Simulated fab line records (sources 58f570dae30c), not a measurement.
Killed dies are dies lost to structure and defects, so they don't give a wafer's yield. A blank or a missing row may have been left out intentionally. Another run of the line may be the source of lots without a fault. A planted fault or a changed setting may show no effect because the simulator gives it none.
Which of the tools did it? / flow berkeley cmos170 / 7 lots, 21 wafers sampled, at 3 steps of a route of 331

== WHAT THE GAUGES SHOWED, per wafer ==
UCB170_V2_THK_MEAS_01.
lot=L598; measured=day 7 22:34; on=film metro-01; V2_TEOS_THK (nm)=1969 2014 2027
lot=L597; measured=day 7 22:56; on=film metro-02; V2_TEOS_THK (nm)=2017 2036 2036
lot=L599; measured=day 8 11:37; on=film metro-01; V2_TEOS_THK (nm)=2003 2062 1904
lot=L606; measured=day 10 22:57; on=film metro-04; V2_TEOS_THK (nm)=1988 1945 2009
lot=L612; measured=day 11 07:40; on=film metro-01; V2_TEOS_THK (nm)=2001 2005 2048
lot=L615; measured=day 11 12:46; on=film metro-02; V2_TEOS_THK (nm)=1962 1984 2000
lot=L617; measured=day 12 23:13; on=film metro-02; V2_TEOS_THK (nm)=1981 2040 2017

== EACH LOT AND THE TOOL THAT RAN IT (in order: tool; ch and the chambers of the sampled wafers; start) ==
lot=L598; UCB170_M2_ETCH_17=rie diel-03 ch 0,1,2, day 7 21:56; UCB170_V2_CVD_00=pecvd-04 ch 0,1,2, day 7 22:25
lot=L597; UCB170_M2_ETCH_17=rie diel-03 ch 0,2, day 7 22:20; UCB170_V2_CVD_00=pecvd-04 ch 0,1, day 7 22:47
lot=L599; UCB170_M2_ETCH_17=rie diel-01 ch 0,3, day 8 11:00; UCB170_V2_CVD_00=pecvd-02 ch 0,1, day 8 11:27
lot=L606; UCB170_M2_ETCH_17=rie diel-01 ch 0,2,3, day 10 22:21; UCB170_V2_CVD_00=pecvd-01 ch 0,1, day 10 22:48
lot=L612; UCB170_M2_ETCH_17=rie diel-01 ch 0,3, day 11 07:04; UCB170_V2_CVD_00=pecvd-02 ch 1,2, day 11 07:31
lot=L615; UCB170_M2_ETCH_17=rie diel-04 ch 1,2,3, day 11 12:10; UCB170_V2_CVD_00=pecvd-02 ch 0,2, day 11 12:37
lot=L617; UCB170_M2_ETCH_17=rie diel-03 ch 0,2, day 12 22:36; UCB170_V2_CVD_00=pecvd-04 ch 0,1,2, day 12 23:03
- UCB170_M2_ETCH_17: etches BARC in N2/H2.
- UCB170_V2_CVD_00: deposits SiO2 from TEOS/O2, target thk 2000 nm, time 250 s.

== THE ANSWER, worked out from the rows above alone ==
Rule: what is usual is taken from the lots themselves. Put in order of their means at a reading, lots are off if they are a third of the lots or fewer, leave a main group of 4 or more, and stand apart from it by a gap of 3 or more times the standard deviation of the main group's means; of several such gaps the widest counts. A main group is skipped when, at the precision printed for the reading in the tables above, its means are all equal. A lot without any number at a reading at which 4 lots or more have one is off too. The other lots that the step has rows for count as sound.
Across all readings shown, no lot is off: no conclusion can be drawn from this.

== WHAT THE SIMULATOR PUT IN ==
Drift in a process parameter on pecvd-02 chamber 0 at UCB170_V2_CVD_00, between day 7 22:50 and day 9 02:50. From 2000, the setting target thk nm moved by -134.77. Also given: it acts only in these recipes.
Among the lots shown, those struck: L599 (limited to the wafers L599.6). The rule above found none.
